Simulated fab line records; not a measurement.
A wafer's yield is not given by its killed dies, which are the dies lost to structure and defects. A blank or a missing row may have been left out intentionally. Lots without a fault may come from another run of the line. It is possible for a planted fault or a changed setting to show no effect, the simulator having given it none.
fab line records + flow berkeley_cmos170
record:
- lots: 14
- wafers: 42
- last_day: 12
route steps=331 shown PWELL@51 SPACER@171 V1@255 V2@307
lots with no fault: from the same line, run without faults
start_h: the number of hours between the record's first day and the start of the first shown wafer of the lot + wait_h: time in hours since the lot's previous step + " as in the row above + L1.1+2: one row covering several wafers at once + - no value, or no start given + * or withheld: withheld + < > ~ a bound
route shown NAME@n: names a module that has steps shown in the file, with the first one's number in the route + usual: mean/standard deviation of fault-free wafers + same: alike in all rows + chamber/n: place in a boat + sites: the reading at each site + _std_site: how widely they spread, as a standard deviation + _edge_site: outer sites' mean less inner sites' + radius_mm: for every site, how far away it sits from the centre of the wafer + mask NAME#n: copy n + behind: the tool/chamber that last shaped the wafer + hold: why the lot was held/for how many hours/how that ended + device: whichever transistor did not switch (one of n, p or np) + end of line: tests run on the same wafers once the route is complete + a step with no rows: only its recipe + killed: not the wafer's yield, but the dies lost to structure and defects at the first sort + map: the dies of a wafer, with x for killed, . for not killed, _ for no die there
set.NAME: the setting the step ran with; set.NAME@STEP: the setting that earlier step ran with + model.NAME: the simulator's own value behind a step, which no gauge read
route steps across a sampled set of lots; one table per step, one row per wafer
services: when a tool's chamber went out of use (start_h, in hours from the record's first day, below 0 if earlier), for how many hours, and the reason
== steps ==
step: UCB170_PWELL_TW_MEAS_17
usual:
- PWELL_TW: 383/5.1
| lot.wafer | tool          | chamber | start_h | wait_h | PWELL_TW |
|-----------|---------------|---------|---------|--------|----------|
| L515.2    | film_metro-04 | -       | 46.44   | 0.1    | 378      |
| L515.4    | "             | -       | "       | "      | 379      |
| L515.5    | "             | -       | "       | "      | 381      |
| L516.4    | film_metro-02 | -       | 50.24   | 0.1    | 393      |
| L516.5    | "             | -       | "       | "      | 391      |
| L516.6    | "             | -       | "       | "      | 393      |
| L518.1    | film_metro-04 | -       | 62.42   | 0.1    | 381      |
| L518.4    | "             | -       | "       | "      | 380      |
| L518.6    | "             | -       | "       | "      | 382      |
| L517.1    | film_metro-02 | -       | 62.69   | 0.1    | 391      |
| L517.2    | "             | -       | "       | "      | 390      |
| L517.6    | "             | -       | "       | "      | 388      |
| L519.2    | film_metro-04 | -       | 62.98   | 0.1    | 380      |
| L519.5    | "             | -       | "       | "      | 384      |
| L519.6    | "             | -       | "       | "      | 380      |
| L520.1    | film_metro-04 | -       | 70.38   | 0.1    | 381      |
| L520.2    | "             | -       | "       | "      | 383      |
| L520.6    | "             | -       | "       | "      | 380      |
| L522.3    | film_metro-02 | -       | 85.98   | 0.1    | 391      |
| L522.5    | "             | -       | "       | "      | 393      |
| L522.6    | "             | -       | "       | "      | 391      |
| L521.1    | film_metro-03 | -       | 86.24   | 0.1    | 381      |
| L521.3    | "             | -       | "       | "      | 380      |
| L521.6    | "             | -       | "       | "      | 380      |
| L531.1    | film_metro-04 | -       | 130.89  | 0.1    | 382      |
| L531.2    | "             | -       | "       | "      | 381      |
| L531.5    | "             | -       | "       | "      | 381      |
| L534.1    | film_metro-03 | -       | 141.94  | 0.1    | 380      |
| L534.3    | "             | -       | "       | "      | 381      |
| L534.5    | "             | -       | "       | "      | 381      |
| L535.1    | film_metro-04 | -       | 150.43  | 0.1    | 380      |
| L535.2    | "             | -       | "       | "      | 378      |
| L535.5    | "             | -       | "       | "      | 380      |
| L537.3    | film_metro-02 | -       | 160.35  | 0.1    | 390      |
| L537.4    | "             | -       | "       | "      | 391      |
| L537.5    | "             | -       | "       | "      | 391      |
| L538.1    | film_metro-03 | -       | 160.60  | 0.1    | 378      |
| L538.3    | "             | -       | "       | "      | 379      |
| L538.4    | "             | -       | "       | "      | 378      |
| L536.2    | film_metro-04 | -       | 160.81  | 0.1    | 383      |
| L536.3    | "             | -       | "       | "      | 381      |
| L536.6    | "             | -       | "       | "      | 380      |
step: UCB170_SPACER_CVD_00
recipe:
- material: SiO2
- target_thk_nm: 376
- temp_c: 390
- precursor: TEOS/O2
- time_s: 47
- rf_w: 550
- pressure_mtorr: 9000
usual:
- heater_power_w: 275/56
| lot.wafer | tool     | chamber | start_h | wait_h | heater_power_w |
|-----------|----------|---------|---------|--------|----------------|
| L515.2    | pecvd-02 | 1       | 118.89  | 0.0    | 237            |
| L515.4    | "        | 2       | "       | "      | 268            |
| L515.5    | "        | 0       | "       | "      | 297            |
| L516.4    | pecvd-01 | 0       | 119.63  | 0.0    | 298            |
| L516.5    | "        | 2       | "       | "      | 288            |
| L516.6    | "        | 1       | "       | "      | 381            |
| L517.1    | pecvd-03 | 1       | 138.47  | 0.0    | 341            |
| L517.2    | "        | 0       | "       | "      | 237            |
| L517.6    | "        | 2       | "       | "      | 280            |
| L519.2    | pecvd-01 | 1       | 138.47  | 0.0    | 383            |
| L519.5    | "        | 0       | "       | "      | 245            |
| L519.6    | "        | 2       | "       | "      | 280            |
| L518.1    | pecvd-01 | 2       | 138.52  | 0.0    | 286            |
| L518.4    | "        | 2       | "       | "      | 204            |
| L518.6    | "        | 1       | "       | "      | 407            |
| L520.1    | pecvd-02 | 1       | 152.74  | 0.0    | 260            |
| L520.2    | "        | 0       | "       | "      | 269            |
| L520.6    | "        | 0       | "       | "      | 276            |
| L522.3    | pecvd-03 | 1       | 159.91  | 0.0    | 288            |
| L522.5    | "        | 2       | "       | "      | 342            |
| L522.6    | "        | 0       | "       | "      | 190            |
| L521.1    | pecvd-02 | 2       | 160.07  | 0.0    | 240            |
| L521.3    | "        | 0       | "       | "      | 266            |
| L521.6    | "        | 2       | "       | "      | 244            |
| L534.1    | pecvd-01 | 1       | 223.22  | 0.0    | 376            |
| L534.3    | "        | 0       | "       | "      | 274            |
| L534.5    | "        | 0       | "       | "      | 291            |
| L531.1    | pecvd-03 | 2       | 223.39  | 0.0    | 311            |
| L531.2    | "        | 0       | "       | "      | 220            |
| L531.5    | "        | 1       | "       | "      | 277            |
| L535.1    | pecvd-01 | 0       | 234.49  | 0.0    | 307            |
| L535.2    | "        | 1       | "       | "      | 346            |
| L535.5    | "        | 0       | "       | "      | 309            |
| L538.1    | pecvd-03 | 0       | 242.11  | 0.0    | 228            |
| L538.3    | "        | 2       | "       | "      | 277            |
| L538.4    | "        | 0       | "       | "      | 234            |
| L536.2    | pecvd-03 | 0       | 242.98  | 0.0    | 221            |
| L536.3    | "        | 2       | "       | "      | 336            |
| L536.6    | "        | 2       | "       | "      | 342            |
| L537.3    | pecvd-02 | 1       | 243.16  | 0.0    | 255            |
| L537.4    | "        | 1       | "       | "      | 177            |
| L537.5    | "        | 2       | "       | "      | 219            |
step: UCB170_SPACER_THK_MEAS_01
recipe:
- reads: SiO2_of_SPACER_CVD_00
usual:
- SPACER_TEOS_THK: 378/4.5
| lot.wafer | tool          | chamber | start_h | wait_h | SPACER_TEOS_THK[nm] |
|-----------|---------------|---------|---------|--------|---------------------|
| L515.2    | film_metro-04 | -       | 118.94  | 0.0    | 374                 |
| L515.4    | "             | -       | "       | "      | 375                 |
| L515.5    | "             | -       | "       | "      | 376                 |
| L516.4    | film_metro-01 | -       | 119.69  | 0.0    | 383                 |
| L516.5    | "             | -       | "       | "      | 384                 |
| L516.6    | "             | -       | "       | "      | 381                 |
| L517.1    | film_metro-04 | -       | 138.52  | 0.0    | 379                 |
| L517.2    | "             | -       | "       | "      | 380                 |
| L517.6    | "             | -       | "       | "      | 383                 |
| L519.2    | film_metro-03 | -       | 138.53  | 0.0    | 373                 |
| L519.5    | "             | -       | "       | "      | 379                 |
| L519.6    | "             | -       | "       | "      | 385                 |
| L518.1    | film_metro-03 | -       | 138.58  | 0.0    | 368                 |
| L518.4    | "             | -       | "       | "      | 377                 |
| L518.6    | "             | -       | "       | "      | 380                 |
| L520.1    | film_metro-04 | -       | 152.78  | 0.0    | 371                 |
| L520.2    | "             | -       | "       | "      | 376                 |
| L520.6    | "             | -       | "       | "      | 380                 |
| L522.3    | film_metro-03 | -       | 159.97  | 0.0    | 382                 |
| L522.5    | "             | -       | "       | "      | 382                 |
| L522.6    | "             | -       | "       | "      | 385                 |
| L521.1    | film_metro-01 | -       | 160.12  | 0.0    | 374                 |
| L521.3    | "             | -       | "       | "      | 367                 |
| L521.6    | "             | -       | "       | "      | 375                 |
| L534.1    | film_metro-04 | -       | 223.26  | 0.0    | 247                 |
| L534.3    | "             | -       | "       | "      | 373                 |
| L534.5    | "             | -       | "       | "      | 379                 |
| L531.1    | film_metro-03 | -       | 223.43  | 0.0    | 376                 |
| L531.2    | "             | -       | "       | "      | 376                 |
| L531.5    | "             | -       | "       | "      | 377                 |
| L535.1    | film_metro-03 | -       | 234.53  | 0.0    | 377                 |
| L535.2    | "             | -       | "       | "      | 259                 |
| L535.5    | "             | -       | "       | "      | 381                 |
| L538.1    | film_metro-04 | -       | 242.18  | 0.0    | 372                 |
| L538.3    | "             | -       | "       | "      | 380                 |
| L538.4    | "             | -       | "       | "      | 376                 |
| L536.2    | film_metro-04 | -       | 243.06  | 0.1    | 370                 |
| L536.3    | "             | -       | "       | "      | 376                 |
| L536.6    | "             | -       | "       | "      | 385                 |
| L537.3    | film_metro-01 | -       | 243.22  | 0.0    | 373                 |
| L537.4    | "             | -       | "       | "      | 382                 |
| L537.5    | "             | -       | "       | "      | 386                 |
step: UCB170_SPACER_ETCHBACK_03
recipe:
- stop_on: Si
- target: SiO2
- chemistry: CHF3/CF4/Ar
- CHF3_flow_sccm: 50
- cf4_flow_sccm: 10
- Ar_flow_sccm: 120
- pressure_mtorr: 200
- rf_w: 500
- target_depth_a: 3760
- time_s: 100
usual:
- drypump_motor_current_A: 5.6/0.52
- oes_product_au: 0.898/0.014
- throttle_valve_pct: 6.52/0.14
same:
- time_s: 100
| lot.wafer | tool        | chamber | start_h | wait_h | drypump_motor_current_A | oes_product_au | rf_hours_counter_h | throttle_valve_pct |
|-----------|-------------|---------|---------|--------|-------------------------|----------------|--------------------|--------------------|
| L515.2    | rie_diel-03 | 1       | 126.12  | 0.0    | 6.0                     | 0.875          | 3                  | 6.34               |
| L515.4    | "           | 0       | "       | "      | 6.0                     | 0.901          | 148                | 6.43               |
| L515.5    | "           | 1       | "       | "      | 5.9                     | 0.877          | -                  | 6.32               |
| L516.4    | rie_diel-03 | 1       | 126.19  | 0.1    | 5.9                     | 0.892          | 3                  | 6.34               |
| L516.5    | "           | 1       | "       | "      | 5.9                     | 0.902          | -                  | 6.34               |
| L516.6    | "           | 0       | "       | "      | 6.0                     | 0.916          | -                  | 6.40               |
| L517.1    | rie_diel-01 | 0       | 141.77  | 0.0    | 5.2                     | 0.896          | 154                | 6.57               |
| L517.2    | "           | 2       | "       | "      | 5.1                     | 0.906          | 58                 | 6.62               |
| L517.6    | "           | 3       | "       | "      | 6.0                     | 0.921          | -                  | 6.55               |
| L518.1    | rie_diel-03 | 0       | 141.77  | 0.0    | 6.0                     | 0.898          | 149                | 6.40               |
| L518.4    | "           | 1       | "       | "      | 6.0                     | 0.882          | -                  | 6.34               |
| L518.6    | "           | 1       | "       | "      | 6.0                     | 0.885          | -                  | 6.34               |
| L519.2    | rie_diel-04 | 0       | 141.77  | 0.0    | 5.7                     | 0.901          | 0                  | 6.48               |
| L519.5    | "           | 2       | "       | "      | 6.5                     | 0.908          | -                  | 6.69               |
| L519.6    | "           | 3       | "       | "      | 4.9                     | 0.903          | -                  | 6.50               |
| L520.1    | rie_diel-01 | 1       | 156.22  | 0.0    | 4.9                     | 0.867          | 104                | 6.65               |
| L520.2    | "           | 0       | "       | "      | 5.2                     | 0.888          | 154                | 6.56               |
| L520.6    | "           | 3       | "       | "      | 6.0                     | 0.923          | -                  | 6.56               |
| L521.1    | rie_diel-03 | 0       | 165.52  | 0.0    | 6.1                     | 0.907          | 150                | 6.40               |
| L521.3    | "           | 2       | "       | "      | 5.7                     | 0.874          | 87                 | 6.63               |
| L521.6    | "           | 3       | "       | "      | 5.5                     | 0.907          | -                  | 6.30               |
| L522.3    | rie_diel-04 | 3       | 165.52  | 0.0    | 5.0                     | 0.913          | 130                | 6.52               |
| L522.5    | "           | 0       | "       | "      | 5.7                     | 0.916          | -                  | 6.48               |
| L522.6    | "           | 1       | "       | "      | 4.8                     | 0.918          | -                  | 6.71               |
| L534.1    | rie_diel-04 | 1       | 224.94  | 0.0    | 4.8                     | 0.670          | 2                  | 6.67               |
| L534.3    | "           | 2       | "       | "      | 6.4                     | 0.886          | 125                | 6.69               |
| L534.5    | "           | 1       | "       | "      | 4.8                     | 0.909          | -                  | 6.69               |
| L531.1    | rie_diel-04 | 2       | 227.12  | 0.0    | 6.4                     | 0.896          | 125                | 6.69               |
| L531.2    | "           | 1       | "       | "      | 4.8                     | 0.904          | 2                  | 6.69               |
| L531.5    | "           | 2       | "       | "      | 6.4                     | 0.900          | -                  | 6.68               |
| L535.1    | rie_diel-01 | 3       | 239.09  | 0.0    | 6.0                     | 0.913          | 140                | 6.56               |
| L535.2    | "           | 2       | "       | "      | 5.1                     | 0.695          | 63                 | 6.60               |
| L535.5    | "           | 3       | "       | "      | 6.0                     | 0.919          | -                  | 6.57               |
| L536.2    | rie_diel-04 | 1       | 245.17  | 0.0    | 4.8                     | 0.885          | 3                  | 6.69               |
| L536.3    | "           | 0       | "       | "      | 5.7                     | 0.909          | 4                  | 6.47               |
| L536.6    | "           | 2       | "       | "      | 6.4                     | 0.909          | -                  | 6.69               |
| L538.1    | rie_diel-03 | 2       | 245.17  | 0.0    | 5.7                     | 0.889          | 91                 | 6.61               |
| L538.3    | "           | 3       | "       | "      | 5.5                     | 0.908          | 5                  | 6.29               |
| L538.4    | "           | 1       | "       | "      | 6.0                     | 0.896          | 9                  | 6.32               |
| L537.3    | rie_diel-03 | 1       | 245.24  | 0.1    | 6.0                     | 0.873          | 9                  | 6.34               |
| L537.4    | "           | 2       | "       | "      | 5.7                     | 0.903          | 91                 | 6.64               |
| L537.5    | "           | 0       | "       | "      | 6.1                     | 0.896          | -                  | 6.41               |
step: UCB170_V1_THK_MEAS_01
recipe:
- reads: SiO2_of_V1_CVD_00
usual:
- V1_TEOS_THK: 1995/25
| lot.wafer | tool          | chamber | start_h | wait_h | V1_TEOS_THK[nm] |
|-----------|---------------|---------|---------|--------|-----------------|
| L516.4    | film_metro-04 | -       | 147.20  | 0.0    | 2015            |
| L516.5    | "             | -       | "       | "      | 2047            |
| L516.6    | "             | -       | "       | "      | 2017            |
| L515.2    | film_metro-01 | -       | 147.34  | 0.1    | 2002            |
| L515.4    | "             | -       | "       | "      | 2055            |
| L515.5    | "             | -       | "       | "      | 2056            |
| L517.1    | film_metro-01 | -       | 159.75  | 0.1    | 1942            |
| L517.2    | "             | -       | "       | "      | 1943            |
| L517.6    | "             | -       | "       | "      | 1972            |
| L518.1    | film_metro-04 | -       | 159.75  | 0.1    | 1957            |
| L518.4    | "             | -       | "       | "      | 2002            |
| L518.6    | "             | -       | "       | "      | 2000            |
| L519.2    | film_metro-03 | -       | 159.76  | 0.1    | 1957            |
| L519.5    | "             | -       | "       | "      | 1968            |
| L519.6    | "             | -       | "       | "      | 2013            |
| L520.1    | film_metro-03 | -       | 180.35  | 0.1    | 1989            |
| L520.2    | "             | -       | "       | "      | 1991            |
| L520.6    | "             | -       | "       | "      | 2014            |
| L521.1    | film_metro-01 | -       | 180.35  | 0.1    | 1997            |
| L521.3    | "             | -       | "       | "      | 2005            |
| L521.6    | "             | -       | "       | "      | 2024            |
| L522.3    | film_metro-04 | -       | 180.37  | 0.1    | 1978            |
| L522.5    | "             | -       | "       | "      | 1999            |
| L522.6    | "             | -       | "       | "      | 1986            |
| L534.1    | film_metro-04 | -       | 243.79  | 0.1    | 2000            |
| L534.3    | "             | -       | "       | "      | 1987            |
| L534.5    | "             | -       | "       | "      | 2015            |
| L531.1    | film_metro-01 | -       | 243.95  | 0.1    | 1993            |
| L531.2    | "             | -       | "       | "      | 1981            |
| L531.5    | "             | -       | "       | "      | 2014            |
| L535.1    | film_metro-03 | -       | 257.03  | 0.1    | 1988            |
| L535.2    | "             | -       | "       | "      | 1955            |
| L535.5    | "             | -       | "       | "      | 1999            |
| L538.1    | film_metro-04 | -       | 264.46  | 0.1    | 1968            |
| L538.3    | "             | -       | "       | "      | 1960            |
| L538.4    | "             | -       | "       | "      | 1999            |
| L536.2    | film_metro-01 | -       | 264.47  | 0.1    | 1959            |
| L536.3    | "             | -       | "       | "      | 1973            |
| L536.6    | "             | -       | "       | "      | 2015            |
| L537.3    | film_metro-03 | -       | 264.64  | 0.1    | 1938            |
| L537.4    | "             | -       | "       | "      | 2006            |
| L537.5    | "             | -       | "       | "      | 1994            |
step: UCB170_V2_STRIP_15
recipe:
- chemistry: O2
- power_w: 400
- pressure_mtorr: 3500
- platen_temp_c: withheld
- o2_flow_sccm: 400
- overash_fraction: 0.5
usual:
- drypump_motor_current_A: 5.9/0.48
- oes_product_au: 0.722/0.0046
- strip_time_to_endpoint_s: 15.30/0.11
| lot.wafer | tool            | chamber | start_h | wait_h | drypump_motor_current_A | oes_product_au | rf_hours_counter_h | strip_time_to_endpoint_s |
|-----------|-----------------|---------|---------|--------|-------------------------|----------------|--------------------|--------------------------|
| L516.4    | plasma_asher-04 | 0       | 154.93  | 0.1    | 6.3                     | 0.722          | -                  | 15.34                    |
| L516.5    | "               | 0       | "       | "      | 6.3                     | 0.715          | -                  | 15.37                    |
| L516.6    | "               | 1       | "       | "      | 5.3                     | 0.729          | -                  | 15.29                    |
| L515.2    | plasma_asher-04 | 1       | 155.91  | 0.1    | 5.3                     | 0.723          | 4                  | 15.36                    |
| L515.4    | "               | 0       | "       | "      | 6.3                     | 0.726          | -                  | 15.22                    |
| L515.5    | "               | 0       | "       | "      | 6.3                     | 0.725          | -                  | 15.27                    |
| L519.2    | plasma_asher-02 | 1       | 169.38  | 0.1    | 6.5                     | 0.713          | 37                 | 15.43                    |
| L519.5    | "               | 0       | "       | "      | 5.8                     | 0.725          | -                  | 15.41                    |
| L519.6    | "               | 1       | "       | "      | 6.6                     | 0.724          | -                  | 15.43                    |
| L517.1    | plasma_asher-04 | 1       | 169.94  | 0.1    | 5.3                     | 0.723          | 5                  | 15.40                    |
| L517.2    | "               | 0       | "       | "      | 6.3                     | 0.720          | 5                  | 15.24                    |
| L517.6    | "               | 0       | "       | "      | 6.3                     | 0.724          | -                  | 15.24                    |
| L518.1    | plasma_asher-02 | 1       | 170.21  | 0.1    | 6.5                     | 0.722          | 37                 | 15.35                    |
| L518.4    | "               | 0       | "       | "      | 5.8                     | 0.722          | -                  | 15.20                    |
| L518.6    | "               | 0       | "       | "      | 5.8                     | 0.726          | -                  | 15.28                    |
| L520.1    | plasma_asher-04 | 0       | 191.13  | 0.1    | 6.3                     | 0.720          | 7                  | 15.25                    |
| L520.2    | "               | 1       | "       | "      | 5.3                     | 0.710          | 7                  | 15.26                    |
| L520.6    | "               | 0       | "       | "      | 6.3                     | 0.723          | -                  | 15.22                    |
| L521.1    | plasma_asher-01 | 0       | 191.37  | 0.1    | 5.1                     | 0.720          | 50                 | 15.42                    |
| L521.3    | "               | 1       | "       | "      | 5.5                     | 0.719          | -                  | 15.36                    |
| L521.6    | "               | 0       | "       | "      | 5.2                     | 0.711          | -                  | 15.41                    |
| L522.3    | plasma_asher-02 | 0       | 191.44  | 0.1    | 5.8                     | 0.713          | -                  | 15.70                    |
| L522.5    | "               | 1       | "       | "      | 6.5                     | 0.719          | -                  | 15.47                    |
| L522.6    | "               | 0       | "       | "      | 5.8                     | 0.728          | -                  | 15.65                    |
| L534.1    | plasma_asher-02 | 1       | 251.52  | 0.1    | 6.5                     | 0.723          | 45                 | 15.25                    |
| L534.3    | "               | 1       | "       | "      | 6.5                     | 0.719          | -                  | 15.12                    |
| L534.5    | "               | 0       | "       | "      | 5.8                     | 0.725          | -                  | 15.22                    |
| L531.1    | plasma_asher-02 | 1       | 252.38  | 0.1    | 6.5                     | 0.723          | 45                 | 15.40                    |
| L531.2    | "               | 0       | "       | "      | 5.8                     | 0.720          | 45                 | 15.43                    |
| L531.5    | "               | 1       | "       | "      | 6.5                     | 0.721          | -                  | 15.47                    |
| L535.1    | plasma_asher-02 | 0       | 264.91  | 0.1    | 5.8                     | 0.718          | 47                 | 15.29                    |
| L535.2    | "               | 1       | "       | "      | 6.5                     | 0.723          | 47                 | 15.39                    |
| L535.5    | "               | 0       | "       | "      | 5.8                     | 0.710          | -                  | 15.22                    |
| L536.2    | plasma_asher-02 | 0       | 271.83  | 0.1    | 5.8                     | 0.729          | 48                 | 15.41                    |
| L536.3    | "               | 0       | "       | "      | 5.8                     | 0.717          | -                  | 15.29                    |
| L536.6    | "               | 1       | "       | "      | 6.5                     | 0.722          | -                  | 15.42                    |
| L538.1    | plasma_asher-02 | 0       | 272.10  | 0.1    | 5.8                     | 0.718          | 48                 | 15.30                    |
| L538.3    | "               | 0       | "       | "      | 5.8                     | 0.724          | -                  | 15.16                    |
| L538.4    | "               | 1       | "       | "      | 6.5                     | 0.729          | -                  | 15.28                    |
| L537.3    | plasma_asher-02 | 0       | 272.47  | 0.1    | 5.8                     | 0.723          | -                  | 15.20                    |
| L537.4    | "               | 1       | "       | "      | 6.5                     | 0.715          | -                  | 15.22                    |
| L537.5    | "               | 0       | "       | "      | 5.8                     | 0.721          | -                  | 15.23                    |
== services ==
| tool            | chamber | start_h | hours | kind   |
|-----------------|---------|---------|-------|--------|
| pecvd-02        | -       | 101.81  | 1.1   | repair |
| rie_diel-04     | 1       | 108.63  | 6.2   | repair |
| plasma_asher-04 | -       | 108.75  | 9.0   | pm     |
| rie_diel-04     | 1       | 115.04  | 8.9   | repair |
| pecvd-02        | -       | 119.69  | 2.8   | pm     |
| pecvd-02        | -       | 135.50  | 14.0  | pm     |
| pecvd-02        | -       | 136.08  | 0.7   | repair |
| rie_diel-03     | 2       | 140.15  | 7.9   | repair |
| pecvd-01        | -       | 144.76  | 0.8   | pm     |
| pecvd-03        | -       | 147.91  | 1.8   | repair |
| pecvd-01        | 0       | 183.62  | 17.4  | repair |
| pecvd-03        | 1       | 195.57  | 27.0  | repair |
| pecvd-02        | 2       | 197.45  | 14.0  | repair |
| rie_diel-03     | 2       | 201.84  | 4.0   | repair |
| rie_diel-01     | -       | 202.67  | 2.8   | pm     |
| rie_diel-04     | 1       | 203.93  | 10.9  | repair |
| plasma_asher-02 | -       | 206.09  | 1.5   | repair |
| pecvd-03        | 1       | 223.71  | 23.0  | repair |
| pecvd-01        | -       | 237.33  | 0.7   | repair |
| plasma_asher-02 | -       | 242.49  | 5.4   | repair |
| pecvd-01        | -       | 242.50  | 14.0  | pm     |
| rie_diel-04     | 0       | 251.48  | 1.7   | repair |
| pecvd-03        | -       | 261.50  | 0.5   | repair |
| pecvd-02        | -       | 272.17  | 1.8   | repair |
== key ==
first_sign:
- step: UCB170_SPACER_THK_MEAS_01
- reading: SPACER_TEOS_THK
- direction: down
- sigmas: 27
- usual: 378
- struck: 253
effect:
- step: UCB170_SPACER_ETCHBACK_03
- reading: oes_product_au
- direction: down
- sigmas: 15
- usual: 0.898
- struck: 0.682
met_at UCB170_SPACER_CVD_00
struck_lots L534,L535
struck_wafers L534.1,L535.2
tester_left_out L534,L535
not_acting_at UCB170_PWELL_TW_MEAS_17,UCB170_V1_THK_MEAS_01,UCB170_V2_STRIP_15
onset_between 138.52 223.22
fault:
- kind: process_parameter_drift
- tool: pecvd-01
- chamber: 1
- onset_h: 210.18
- steps: UCB170_SPACER_CVD_00
- channel: target_thk_nm
- offset: -124.08
- shape: step
- end_h: 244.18
- acts_in: these_recipes_only
- stated: 376
tester_left_out: of these lots the tester's yield and bins aren't shown, on N5 and GAA mostly nor the transistor test; their killed dies are dies lost to structure and defects alone, not to doping, threshold or leakage, so they don't give the yield
